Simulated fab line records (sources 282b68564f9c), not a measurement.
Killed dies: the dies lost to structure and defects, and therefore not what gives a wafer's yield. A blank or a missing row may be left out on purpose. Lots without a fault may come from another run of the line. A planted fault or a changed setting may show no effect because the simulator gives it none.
Which of the tools did it?    flow rit_cmos    6 lots, 18 wafers sampled, at 4 steps of a route of 202

WHAT EACH GAUGE READ, for each wafer
RIT_NLDD_TW_MEAS_10.
lot   measured     on             NLDD_TW
L505  day 3 00:55  film_metro-02  2501 2488 2499
L507  day 3 13:28  film_metro-04  2456 2450 2441
L512  day 4 12:41  film_metro-02  2514 2506 2514
L516  day 5 09:46  film_metro-02  2685 2678 2679
L523  day 7 00:59  film_metro-02  2496 2473 2482
L527  day 7 23:02  film_metro-04  2468 2457 2463

WHAT TOOL EACH LOT RAN ON (gives the tool, then ch and the chambers of the sampled wafers, and finally the start)
lot   RIT_ACTIVE_ETCH_13                 RIT_ACTIVE_STRIP_14                  RIT_NLDD_IMPLANT_08
L505  rie_diel-02 ch 0,3, day 1 20:42    plasma_asher-03 ch 0,1, day 1 20:53  implanter-02 ch 0, day 3 00:38
L507  rie_diel-03 ch 1,2, day 2 06:44    plasma_asher-02 ch 1, day 2 06:52    implanter-02 ch 0, day 3 13:09
L512  rie_diel-03 ch 0,1, day 3 06:52    plasma_asher-04 ch 0,1, day 3 07:01  implanter-01 ch 0, day 4 12:23
L516  rie_diel-03 ch 0,1,2, day 4 04:04  plasma_asher-02 ch 0,1, day 4 04:11  implanter-03 ch 0, day 5 09:26
L523  rie_diel-03 ch 2,3, day 5 13:47    plasma_asher-03 ch 0,1, day 5 13:55  implanter-01 ch 0, day 7 00:40
L527  rie_diel-04 ch 0,1,3, day 6 10:38  plasma_asher-04 ch 0,1, day 6 10:46  implanter-01 ch 0, day 7 22:43
- RIT_ACTIVE_ETCH_13: etches Si3N4 in SF6, stops on SiO2, time 210 s, target depth 210 nm.
- RIT_ACTIVE_STRIP_14: strips in O2, time 180 s.
- RIT_NLDD_IMPLANT_08

THE ANSWER, worked out from the rows above alone
Rule: what is usual is taken from the lots themselves. Put in order of their means at a reading, lots are off if they are a third of the lots or fewer, leave a main group of 4 or more, and stand apart from it by a gap of 3 or more times the standard deviation of the main group's means; of several such gaps the widest counts. Not used: any main group whose means are identical at the precision the tables above print for the reading. A lot without any number at a reading at which 4 lots or more have one is off too. All remaining lots with rows at the step are treated as sound.
Off: L516, at RIT_NLDD_TW_MEAS_10 (NLDD_TW). For the main group the mean is 2481 and the standard deviation 22.
A tool fits if, at a process step before that reading, it ran every lot that is off, and no sound lot after the first of them. The gauges at RIT_NLDD_TW_MEAS_10 are tried like those tools. Undecided on this evidence; 2 tools fit (plasma_asher-02 at RIT_ACTIVE_STRIP_14, implanter-03 at RIT_NLDD_IMPLANT_08).

WHAT THE SIMULATOR PUT IN
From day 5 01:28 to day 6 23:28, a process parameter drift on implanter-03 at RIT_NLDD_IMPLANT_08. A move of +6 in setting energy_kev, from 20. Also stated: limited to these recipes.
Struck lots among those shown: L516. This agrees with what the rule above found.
